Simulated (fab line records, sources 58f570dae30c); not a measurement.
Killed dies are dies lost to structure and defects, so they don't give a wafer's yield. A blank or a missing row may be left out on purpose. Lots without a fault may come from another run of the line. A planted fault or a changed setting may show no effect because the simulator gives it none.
fab line records | flow berkeley_cmos170 | part 1 of 2: steps 1 to 30 of 40
record lots=5 wafers=15 last_day=13
route steps=331 shown PSD@178 NSD@187 BACKSIDE@199 SDANNEAL@204 PLDD@208 NLDD@209 SILICIDE@210 CONTACT@216
lots that met no fault: from a run of the same line without faults
start_h: hours from the record's first day to the start of the lot's first wafer shown | wait_h: hours since the lot's step before | " the same as in the row above | L1.1+2: a row that stands for several wafers | - no value, or no start given | * or withheld: withheld | < > ~ a bound
route shown NAME@n: a module of which the file shows steps, and the number in the route of the first | usual: mean/standard deviation of fault-free wafers | same: alike in all rows | chamber/n: place in a boat | sites: the reading at each site | _std_site: their standard deviation | _edge_site: outer sites' mean less inner sites' | radius_mm: how far each site lies from the wafer's centre | mask NAME#n: copy n | behind: the tool/chamber that last shaped the wafer | hold: why the lot was held/for how many hours/how that ended | device: the transistor (n, p or np) that didn't switch | end of line: the same wafers' tests at the end of the route | a step without rows: its recipe alone | killed: dies lost to structure and defects at the first sort, not the wafer's yield | map: a wafer's dies, x killed, . not, _ none there
set.NAME: the setting as run; set.NAME@STEP: as run at that earlier step | model.NAME: the simulator's own value behind a step, which no gauge read
lots at some steps of the route; a table a step, a row a wafer
services: from which hour (start_h, from the record's first day; less than 0 if before it) a tool's chamber was out of use, for how many hours, and why
## steps
# step UCB170_PSD_EXPOSE_03
# recipe mask_id=PSELECT_MOD na=0.5 sigma_outer=0.6 source_shape=conventional target_cd_nm=1200 dose_mj=30
# columns lot.wafer tool chamber start_h wait_h mask
L081.4+5+6 krf_scanner-02 0 197.27 0.2 PSELECT_MOD#0
L082.1+3+5 krf_scanner-02 0 204.11 0.1 PSELECT_MOD#0
L091.2+3+6 krf_scanner-01 0 248.50 0.2 PSELECT_MOD#0
L096.4+5+6 krf_scanner-02 0 259.63 0.1 PSELECT_MOD#0
L097.1+2+5 krf_scanner-02 0 280.07 0.1 PSELECT_MOD#0
# step UCB170_PSD_PEB_04
# recipe peb_temp_c=130 peb_time_s=withheld resist=KrF
# columns lot.wafer tool chamber start_h wait_h
L081.4+5+6 litho_track-03 0 198.04 0.8
L082.1+3+5 litho_track-04 0 204.75 0.6
L091.2+3+6 litho_track-01 0 248.62 0.1
L096.4+5+6 litho_track-01 0 260.18 0.5
L097.1+2+5 litho_track-01 0 280.52 0.4
# step UCB170_PSD_DEVELOP_05
# recipe developer=TMAH develop_time_s=45 resist=KrF dev_temp_c=21
# columns lot.wafer tool chamber start_h wait_h
L081.4+5+6 litho_track-03 0 - -
L082.1+3+5 litho_track-04 0 - -
L091.2+3+6 litho_track-01 0 - -
L096.4+5+6 litho_track-01 0 - -
L097.1+2+5 litho_track-01 0 - -
# step UCB170_PSD_CD_MEAS_06
# recipe target_cd_nm=1200
# usual cd_nm=1200.4/1.6
# columns lot.wafer tool chamber start_h wait_h cd_nm
L081.4 cd_sem-01 - 198.30 - 1200.1
L081.5 " - " " 1200.2
L081.6 " - " " 1198.0
L082.1 cd_sem-01 - 205.03 - 1200.2
L082.3 " - " " 1198.9
L082.5 " - " " 1199.4
L091.2 cd_sem-02 - 248.89 - 1200.0
L091.3 " - " " 1199.7
L091.6 " - " " 1200.8
L096.4 cd_sem-01 - 260.44 - 1199.8
L096.5 " - " " 1200.4
L096.6 " - " " 1198.9
L097.1 cd_sem-01 - 280.80 - 1199.9
L097.2 " - " " 1198.5
L097.5 " - " " 1198.7
# step UCB170_PSD_OVL_MEAS_07
# usual PSD_OVL=-1/5.5
# columns lot.wafer tool chamber start_h wait_h PSD_OVL[nm]
L081.4 overlay-01 - 198.38 0.1 9
L081.5 " - " " 5
L081.6 " - " " 10
L082.1 overlay-02 - 205.15 0.1 -5
L082.3 " - " " -15
L082.5 " - " " -10
L091.2 overlay-02 - 249.00 0.1 -14
L091.3 " - " " -8
L091.6 " - " " -5
L096.4 overlay-02 - 260.52 0.1 -6
L096.5 " - " " -8
L096.6 " - " " 1
L097.1 overlay-02 - 280.92 0.1 -3
L097.2 " - " " 6
L097.5 " - " " -5
# step UCB170_PSD_IMPLANT_08
# recipe species=B dose_cm2=3e+15 energy_kev=20 tilt_deg=7.278
# columns lot.wafer tool chamber start_h wait_h
L081.4+5+6 implanter-03 0 198.47 0.1
L082.1+3+5 implanter-04 0 205.18 0.0
L091.2+3+6 implanter-02 0 249.05 0.0
L096.4+5+6 implanter-02 0 260.61 0.1
L097.1+2+5 implanter-03 0 280.95 0.0
# step UCB170_PSD_STRIP_09
# recipe chemistry=O2 power_w=400 pressure_mtorr=3500 platen_temp_c=withheld o2_flow_sccm=400 overash_fraction=0.5
# usual drypump_motor_current_A=5.9/0.61 oes_product_au=0.601/0.0048 strip_time_to_endpoint_s=29.40/0.072
# columns lot.wafer tool chamber start_h wait_h drypump_motor_current_A oes_product_au rf_hours_counter_h strip_time_to_endpoint_s
L081.4 plasma_asher-04 0 198.58 0.1 6.3 0.599 - 29.45
L081.5 " 0 " " 6.4 0.594 - 29.46
L081.6 " 1 " " 4.8 0.614 - 29.55
L082.1 plasma_asher-01 0 205.33 0.1 6.1 0.603 51 29.27
L082.3 " 0 " " 6.1 0.604 - 29.33
L082.5 " 1 " " 6.3 0.608 - 29.35
L091.2 plasma_asher-02 0 249.18 0.1 6.3 0.591 14 29.44
L091.3 " 1 " " 6.3 0.595 - 29.42
L091.6 " 0 " " 6.3 0.600 - 29.41
L096.4 plasma_asher-04 1 260.72 0.1 4.8 0.600 - 29.41
L096.5 " 0 " " 6.3 0.598 - 29.36
L096.6 " 1 " " 4.8 0.605 - 29.37
L097.1 plasma_asher-04 1 281.10 0.1 4.8 0.597 45 29.43
L097.2 " 0 " " 6.3 0.599 45 29.50
L097.5 " 1 " " 4.8 0.607 - 29.45
# step UCB170_PSD_TW_MEAS_10
# usual PSD_TW=2329/24
# columns lot.wafer tool chamber start_h wait_h PSD_TW
L081.4 film_metro-04 - 198.68 0.1 2341
L081.5 " - " " 2347
L081.6 " - " " 2337
L082.1 film_metro-03 - 205.43 0.1 2356
L082.3 " - " " 2357
L082.5 " - " " 2354
L091.2 film_metro-04 - 249.29 0.1 2332
L091.3 " - " " 2344
L091.6 " - " " 2351
L096.4 film_metro-04 - 260.82 0.1 2333
L096.5 " - " " 2343
L096.6 " - " " 2344
L097.1 film_metro-03 - 281.20 0.1 2352
L097.2 " - " " 2369
L097.5 " - " " 2356
# step UCB170_PSD_CLEAN_11
# recipe chemistry=SPM temp_c=120 time_s=600
# usual bath_guard_temp_C=120.0/0.43
# columns lot.wafer tool chamber start_h wait_h bath_guard_temp_C
L081.4 wet_bench-02 0 198.71 0.0 120.1
L081.5 " 0 " " 120.3
L081.6 " 0 " " 120.4
L082.1 wet_bench-04 3 205.49 0.1 119.9
L082.3 " 3 " " 120.2
L082.5 " 3 " " 120.0
L091.2 wet_bench-03 0 249.64 0.3 119.9
L091.3 " 0 " " 120.0
L091.6 " 0 " " 119.3
L096.4 wet_bench-04 0 260.85 0.0 119.3
L096.5 " 0 " " 119.5
L096.6 " 0 " " 119.2
L097.1 wet_bench-03 0 281.26 0.1 119.3
L097.2 " 0 " " 119.7
L097.5 " 0 " " 119.3
# step UCB170_NSD_HMDS_00
# recipe prime_time_s=60 prime_temp_c=100
# same prime_time_s=60
# columns lot.wafer tool chamber start_h wait_h
L081.4+5+6 litho_track-02 0 199.11 0.2
L082.1+3+5 litho_track-02 0 205.69 0.0
L091.2+3+6 litho_track-03 0 250.33 0.5
L096.4+5+6 litho_track-02 0 261.46 0.4
L097.1+2+5 litho_track-03 0 281.57 0.1
# step UCB170_NSD_COAT_01
# recipe resist=KrF spin_rpm=1500 resist_thk_nm=890.9
# usual spin_speed_rpm=1500.0/0.99
# columns lot.wafer tool chamber start_h wait_h spin_speed_rpm
L081.4 litho_track-02 0 199.26 0.1 1499.8
L081.5 " 0 " " 1498.8
L081.6 " 0 " " 1500.4
L082.1 litho_track-02 0 205.84 0.1 1500.2
L082.3 " 0 " " 1500.4
L082.5 " 0 " " 1498.2
L091.2 litho_track-03 0 250.48 0.1 1499.9
L091.3 " 0 " " 1499.0
L091.6 " 0 " " 1500.3
L096.4 litho_track-02 0 261.61 0.1 1502.4
L096.5 " 0 " " 1501.9
L096.6 " 0 " " 1501.0
L097.1 litho_track-03 0 281.72 0.1 1499.8
L097.2 " 0 " " 1500.3
L097.5 " 0 " " 1500.8
# step UCB170_NSD_SOFTBAKE_02
# recipe resist=KrF temp_c=130 time_s=60
# columns lot.wafer tool chamber start_h wait_h
L081.4+5+6 litho_track-02 0 199.41 0.1
L082.1+3+5 litho_track-02 0 205.99 0.1
L091.2+3+6 litho_track-03 0 250.63 0.1
L096.4+5+6 litho_track-02 0 261.76 0.1
L097.1+2+5 litho_track-03 0 281.87 0.1
# step UCB170_NSD_EXPOSE_03
# recipe mask_id=NSELECT_MOD na=0.5 sigma_outer=0.6 source_shape=conventional target_cd_nm=1200 dose_mj=30
# columns lot.wafer tool chamber start_h wait_h mask
L081.4+5+6 krf_scanner-01 0 199.54 0.1 NSELECT_MOD#0
L082.1+3+5 krf_scanner-01 0 206.14 0.1 NSELECT_MOD#0
L091.2+3+6 krf_scanner-02 0 250.77 0.1 NSELECT_MOD#0
L096.4+5+6 krf_scanner-01 0 261.94 0.2 NSELECT_MOD#0
L097.1+2+5 krf_scanner-02 0 282.22 0.3 NSELECT_MOD#0
# step UCB170_NSD_PEB_04
# recipe peb_temp_c=130 peb_time_s=withheld resist=KrF
# columns lot.wafer tool chamber start_h wait_h
L081.4+5+6 litho_track-02 0 199.68 0.1
L082.1+3+5 litho_track-01 0 206.29 0.1
L091.2+3+6 litho_track-03 0 251.33 0.5
L096.4+5+6 litho_track-02 0 262.63 0.7
L097.1+2+5 litho_track-03 0 282.47 0.2
# step UCB170_NSD_DEVELOP_05
# recipe developer=TMAH develop_time_s=45 resist=KrF dev_temp_c=21
# columns lot.wafer tool chamber start_h wait_h
L081.4+5+6 litho_track-02 0 - -
L082.1+3+5 litho_track-01 0 - -
L091.2+3+6 litho_track-03 0 - -
L096.4+5+6 litho_track-02 0 - -
L097.1+2+5 litho_track-03 0 - -
# step UCB170_NSD_CD_MEAS_06
# recipe target_cd_nm=1200
# usual cd_nm=1200.1/1.6
# columns lot.wafer tool chamber start_h wait_h cd_nm
L081.4 cd_sem-02 - 199.94 - 1197.7
L081.5 " - " " 1198.2
L081.6 " - " " 1197.8
L082.1 cd_sem-02 - 206.57 - 1199.1
L082.3 " - " " 1199.1
L082.5 " - " " 1200.2
L091.2 cd_sem-01 - 251.60 - 1200.2
L091.3 " - " " 1200.0
L091.6 " - " " 1200.4
L096.4 cd_sem-02 - 262.89 - 1199.1
L096.5 " - " " 1199.7
L096.6 " - " " 1199.4
L097.1 cd_sem-01 - 282.74 - 1199.8
L097.2 " - " " 1201.5
L097.5 " - " " 1201.2
# step UCB170_NSD_OVL_MEAS_07
# usual NSD_OVL=1/5.9
# columns lot.wafer tool chamber start_h wait_h NSD_OVL[nm]
L081.4 overlay-01 - 200.01 0.1 6
L081.5 " - " " 11
L081.6 " - " " 8
L082.1 overlay-02 - 206.69 0.1 -8
L082.3 " - " " -7
L082.5 " - " " -6
L091.2 overlay-02 - 251.70 0.1 -1
L091.3 " - " " 3
L091.6 " - " " -3
L096.4 overlay-02 - 262.97 0.1 -6
L096.5 " - " " -9
L096.6 " - " " -5
L097.1 overlay-01 - 282.86 0.1 -1
L097.2 " - " " 8
L097.5 " - " " 9
# step UCB170_NSD_IMPLANT_08
# recipe species=P dose_cm2=3e+15 energy_kev=40 tilt_deg=7
# columns lot.wafer tool chamber start_h wait_h
L081.4+5+6 implanter-02 0 200.11 0.1
L082.1+3+5 implanter-01 0 206.73 0.0
L091.2+3+6 implanter-02 0 251.76 0.0
L096.4+5+6 implanter-02 0 263.06 0.1
L097.1+2+5 implanter-01 0 282.90 0.0
# step UCB170_NSD_STRIP_09
# recipe chemistry=O2 power_w=400 pressure_mtorr=3500 platen_temp_c=withheld o2_flow_sccm=400 overash_fraction=0.5
# usual drypump_motor_current_A=5.7/0.55 oes_product_au=0.533/0.0044 strip_time_to_endpoint_s=35.62/0.06
# columns lot.wafer tool chamber start_h wait_h drypump_motor_current_A oes_product_au rf_hours_counter_h strip_time_to_endpoint_s
L081.4 plasma_asher-03 1 200.22 0.1 5.3 0.526 - 35.58
L081.5 " 0 " " 5.8 0.531 - 35.62
L081.6 " 1 " " 5.3 0.531 - 35.62
L082.1 plasma_asher-03 1 206.88 0.1 5.2 0.536 51 35.62
L082.3 " 0 " " 5.8 0.534 - 35.63
L082.5 " 0 " " 5.8 0.536 - 35.66
L091.2 plasma_asher-04 0 251.88 0.1 6.4 0.531 41 35.73
L091.3 " 1 " " 4.8 0.529 - 35.65
L091.6 " 1 " " 4.8 0.531 - 35.73
L096.4 plasma_asher-03 1 263.17 0.1 5.3 0.528 - 35.61
L096.5 " 0 " " 5.8 0.535 - 35.66
L096.6 " 1 " " 5.2 0.543 - 35.59
L097.1 plasma_asher-03 0 283.10 0.2 5.8 0.529 61 35.57
L097.2 " 1 " " 5.3 0.532 61 35.54
L097.5 " 0 " " 5.8 0.541 - 35.54
# step UCB170_NSD_TW_MEAS_10
# usual NSD_TW=4189/43
# columns lot.wafer tool chamber start_h wait_h NSD_TW
L081.4 film_metro-02 - 200.31 0.1 4153
L081.5 " - " " 4148
L081.6 " - " " 4130
L082.1 film_metro-04 - 206.98 0.1 4223
L082.3 " - " " 4205
L082.5 " - " " 4202
L091.2 film_metro-02 - 251.99 0.1 4131
L091.3 " - " " 4147
L091.6 " - " " 4150
L096.4 film_metro-04 - 263.27 0.1 4189
L096.5 " - " " 4184
L096.6 " - " " 4212
L097.1 film_metro-04 - 283.20 0.1 4235
L097.2 " - " " 4209
L097.5 " - " " 4212
# step UCB170_NSD_CLEAN_11
# recipe chemistry=SPM temp_c=120 time_s=600
# usual bath_guard_temp_C=120.1/0.56
# columns lot.wafer tool chamber start_h wait_h bath_guard_temp_C
L081.4 wet_bench-02 0 200.34 0.0 120.1
L081.5 " 0 " " 120.3
L081.6 " 0 " " 120.0
L082.1 wet_bench-01 0 207.04 0.1 119.7
L082.3 " 0 " " 119.8
L082.5 " 0 " " 120.0
L091.2 wet_bench-03 0 252.04 0.0 119.3
L091.3 " 0 " " 119.6
L091.6 " 0 " " 119.6
L096.4 wet_bench-01 1 263.30 0.0 119.9
L096.5 " 1 " " 119.7
L096.6 " 1 " " 120.1
L097.1 wet_bench-01 2 283.82 0.6 121.1
L097.2 " 2 " " 121.0
L097.5 " 2 " " 120.8
# step UCB170_BACKSIDE_HMDS_00
# recipe prime_time_s=60 prime_temp_c=100
# same prime_time_s=60
# columns lot.wafer tool chamber start_h wait_h
L081.4+5+6 litho_track-03 0 200.83 0.3
L082.1+3+5 litho_track-02 0 207.21 0.0
L091.2+3+6 litho_track-02 0 252.87 0.6
L096.4+5+6 litho_track-02 0 263.63 0.2
L097.1+2+5 litho_track-03 0 284.21 0.2
# step UCB170_BACKSIDE_COAT_01
# recipe resist=KrF spin_rpm=1500 resist_thk_nm=900
# usual spin_speed_rpm=1500.0/0.88
# columns lot.wafer tool chamber start_h wait_h spin_speed_rpm
L081.4 litho_track-03 0 200.98 0.1 1501.1
L081.5 " 0 " " 1499.3
L081.6 " 0 " " 1499.9
L082.1 litho_track-02 0 207.36 0.1 1500.2
L082.3 " 0 " " 1498.6
L082.5 " 0 " " 1499.1
L091.2 litho_track-02 0 253.02 0.1 1499.1
L091.3 " 0 " " 1498.6
L091.6 " 0 " " 1500.0
L096.4 litho_track-02 0 263.78 0.1 1501.4
L096.5 " 0 " " 1500.5
L096.6 " 0 " " 1500.8
L097.1 litho_track-03 0 284.36 0.1 1499.9
L097.2 " 0 " " 1499.7
L097.5 " 0 " " 1499.2
# step UCB170_BACKSIDE_SOFTBAKE_02
# recipe resist=KrF temp_c=130 time_s=60
# columns lot.wafer tool chamber start_h wait_h
L081.4+5+6 litho_track-03 0 201.13 0.1
L082.1+3+5 litho_track-02 0 207.51 0.1
L091.2+3+6 litho_track-02 0 253.17 0.1
L096.4+5+6 litho_track-02 0 263.93 0.1
L097.1+2+5 litho_track-03 0 284.51 0.1
# step UCB170_BACKSIDE_STRIP_03
# recipe chemistry=O2 power_w=400 pressure_mtorr=3500 platen_temp_c=withheld o2_flow_sccm=400 overash_fraction=0.5
# usual drypump_motor_current_A=6.0/0.34 oes_product_au=0.734/0.0042 strip_time_to_endpoint_s=21.99/0.061
# columns lot.wafer tool chamber start_h wait_h drypump_motor_current_A oes_product_au rf_hours_counter_h strip_time_to_endpoint_s
L081.4 plasma_asher-01 1 201.24 0.1 6.3 0.739 - 22.03
L081.5 " 0 " " 6.1 0.737 - 22.07
L081.6 " 1 " " 6.3 0.731 - 22.00
L082.1 plasma_asher-01 0 207.66 0.1 6.1 0.740 51 22.04
L082.3 " 1 " " 6.2 0.738 - 21.92
L082.5 " 1 " " 6.2 0.731 - 21.98
L091.2 plasma_asher-01 0 253.29 0.1 6.1 0.731 56 22.00
L091.3 " 0 " " 6.1 0.738 - 21.97
L091.6 " 0 " " 6.1 0.732 - 21.93
L096.4 plasma_asher-03 1 264.04 0.1 5.3 0.737 - 21.95
L096.5 " 0 " " 5.8 0.739 - 21.96
L096.6 " 1 " " 5.3 0.735 - 21.99
L097.1 plasma_asher-02 1 284.66 0.1 6.2 0.737 16 22.01
L097.2 " 0 " " 6.3 0.737 16 22.01
L097.5 " 1 " " 6.3 0.735 - 21.94
# step UCB170_BACKSIDE_CLEAN_04
# recipe chemistry=SPM temp_c=120 time_s=600
# usual bath_guard_temp_C=119.8/0.52
# columns lot.wafer tool chamber start_h wait_h bath_guard_temp_C
L081.4 wet_bench-01 3 201.31 0.0 119.4
L081.5 " 3 " " 119.2
L081.6 " 3 " " 119.5
L082.1 wet_bench-01 3 207.76 0.1 119.4
L082.3 " 3 " " 119.3
L082.5 " 3 " " 119.1
L091.2 wet_bench-04 2 253.39 0.1 120.0
L091.3 " 2 " " 120.2
L091.6 " 2 " " 120.1
L096.4 wet_bench-01 3 264.11 0.0 119.1
L096.5 " 3 " " 119.2
L096.6 " 3 " " 119.3
L097.1 wet_bench-03 3 286.25 1.6 119.5
L097.2 " 3 " " 119.8
L097.5 " 3 " " 119.4
# step UCB170_SDANNEAL_RTA_00
# recipe temp_c=900 time_s=10 ambient=N2
# usual lamp_power_pct=23.1/0.76 wafer_temp_C_max=904.0/1
# columns lot.wafer tool chamber start_h wait_h lamp_power_pct wafer_temp_C_max
L081.4 rtp_anneal-02 0 201.53 0.0 23.7 904.3
L081.5 " 0 " " 23.7 904.5
L081.6 " 0 " " 23.7 904.2
L082.1 rtp_anneal-01 0 207.94 0.0 22.1 903.9
L082.3 " 0 " " 22.2 902.4
L082.5 " 0 " " 22.2 903.0
L091.2 rtp_anneal-01 0 253.59 0.0 22.1 903.5
L091.3 " 0 " " 22.2 903.3
L091.6 " 0 " " 22.2 903.1
L096.4 rtp_anneal-02 0 264.32 0.0 23.7 904.0
L096.5 " 0 " " 23.7 905.4
L096.6 " 0 " " 23.7 904.9
L097.1 rtp_anneal-02 0 286.42 0.0 23.7 905.1
L097.2 " 0 " " 23.7 905.5
L097.5 " 0 " " 23.7 905.8
# step UCB170_SDANNEAL_RTA_01
# recipe temp_c=1050 time_s=5 ambient=N2
# usual lamp_power_pct=35.6/1.2 wafer_temp_C_max=1054.6/1.1
# columns lot.wafer tool chamber start_h wait_h lamp_power_pct wafer_temp_C_max
L081.4 rtp_anneal-02 0 201.60 0.1 36.6 1054.9
L081.5 " 0 " " 36.6 1054.8
L081.6 " 0 " " 36.5 1055.7
L082.1 rtp_anneal-01 0 208.00 0.1 34.2 1054.0
L082.3 " 0 " " 34.2 1053.9
L082.5 " 0 " " 34.3 1054.9
L091.2 rtp_anneal-01 0 253.72 0.1 34.2 1054.5
L091.3 " 0 " " 34.2 1054.5
L091.6 " 0 " " 34.2 1053.5
L096.4 rtp_anneal-02 0 264.38 0.1 36.6 1055.4
L096.5 " 0 " " 36.6 1054.6
L096.6 " 0 " " 36.6 1054.0
L097.1 rtp_anneal-02 0 286.49 0.1 36.5 1055.7
L097.2 " 0 " " 36.6 1054.1
L097.5 " 0 " " 36.6 1053.7
# step UCB170_SDANNEAL_RS_MEAS_02
# recipe thk_meas_gauge=four-point-probe
# usual PSD_RS=75.5/0.3
# columns lot.wafer tool chamber start_h wait_h PSD_RS[ohm/sq]
L081.4 film_metro-02 - 201.68 0.1 75.1
L081.5 " - " " 75.6
L081.6 " - " " 75.3
L082.1 film_metro-03 - 208.06 0.0 75.7
L082.3 " - " " 75.7
L082.5 " - " " 75.7
L091.2 film_metro-04 - 253.84 0.1 75.3
L091.3 " - " " 75.1
L091.6 " - " " 75.2
L096.4 film_metro-02 - 264.47 0.1 75.4
L096.5 " - " " 75.9
L096.6 " - " " 75.8
L097.1 film_metro-04 - 286.55 0.0 76.1
L097.2 " - " " 75.8
L097.5 " - " " 75.6
# step UCB170_SDANNEAL_RS_MEAS_03
# recipe thk_meas_gauge=four-point-probe
# usual NSD_RS=37.23/0.097
# columns lot.wafer tool chamber start_h wait_h NSD_RS[ohm/sq]
L081.4 film_metro-02 - 201.80 0.1 37.16
L081.5 " - " " 37.29
L081.6 " - " " 37.22
L082.1 film_metro-03 - 208.18 0.1 37.14
L082.3 " - " " 37.13
L082.5 " - " " 37.26
L091.2 film_metro-04 - 253.96 0.1 37.14
L091.3 " - " " 37.11
L091.6 " - " " 37.16
L096.4 film_metro-02 - 264.59 0.1 37.25
L096.5 " - " " 37.11
L096.6 " - " " 37.30
L097.1 film_metro-04 - 286.67 0.1 37.24
L097.2 " - " " 37.26
L097.5 " - " " 37.22
